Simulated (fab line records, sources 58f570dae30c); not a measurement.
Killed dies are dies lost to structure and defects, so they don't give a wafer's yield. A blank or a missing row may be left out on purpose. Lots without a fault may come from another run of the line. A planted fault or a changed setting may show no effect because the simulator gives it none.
Chamber matching | flow berkeley_cmos170 | UCB170_NWELL_ETCH_13 on rie_diel-01: 4 sister chambers
The step etches Si3N4 in CH3F/Ar/O2, stops on SiO2, target depth 246.4 nm, time 154 s. 8 wafers are shown with their chamber, then 9 later ones without.

WAFERS WITH THEIR CHAMBER
wafer  | chamber | drypump_motor_current_A (A) | throttle_valve_pct (%)
L084.4 | 3       | 5.9                         | 8.02
L084.5 | 3       | 5.9                         | 8.01
L091.1 | 2       | 5.8                         | 8.23
L091.3 | 0       | 5.9                         | 8.17
L091.4 | 1       | 4.9                         | 8.08
L092.1 | 1       | 4.9                         | 8.09
L092.3 | 0       | 5.9                         | 8.17
L092.6 | 2       | 5.9                         | 8.23

WAFERS WITHOUT THEIR CHAMBER
wafer  | drypump_motor_current_A (A) | throttle_valve_pct (%)
L093.1 | 4.9                         | 8.08
L093.4 | 5.9                         | 8.17
L093.6 | 5.9                         | 8.18
L094.3 | 4.9                         | 8.07
L094.5 | 5.9                         | 8.18
L094.6 | 4.9                         | 8.09
L095.1 | 4.9                         | 8.07
L095.4 | 5.9                         | 8.17
L095.6 | 5.9                         | 8.18

WHICH CHAMBER EACH WENT THROUGH
wafer  | from the rows above | in truth
L093.1 | 1                   | 1
L093.4 | 0                   | 0
L093.6 | 0                   | 0
L094.3 | 1                   | 1
L094.5 | 0                   | 0
L094.6 | 1                   | 1
L095.1 | 1                   | 1
L095.4 | 0                   | 0
L095.6 | 0                   | 0
Placed correctly: 9 of 9. Can't be placed from these rows: 0. Placed wrongly: 0.
How it was worked out, from the rows above alone: a wafer's distance from a chamber is the root of the sum, over the readings, of the square of ((its reading less the chamber's mean) divided by the reading's scatter). The wafer belongs to the nearest chamber; if the next one is less than 2 further off, it can't be placed. A chamber's mean is the mean of its shown wafers. The scatter: the root of (the sum of the squares of (reading less its chamber's mean) over the shown wafers, divided by (wafers less chambers)).
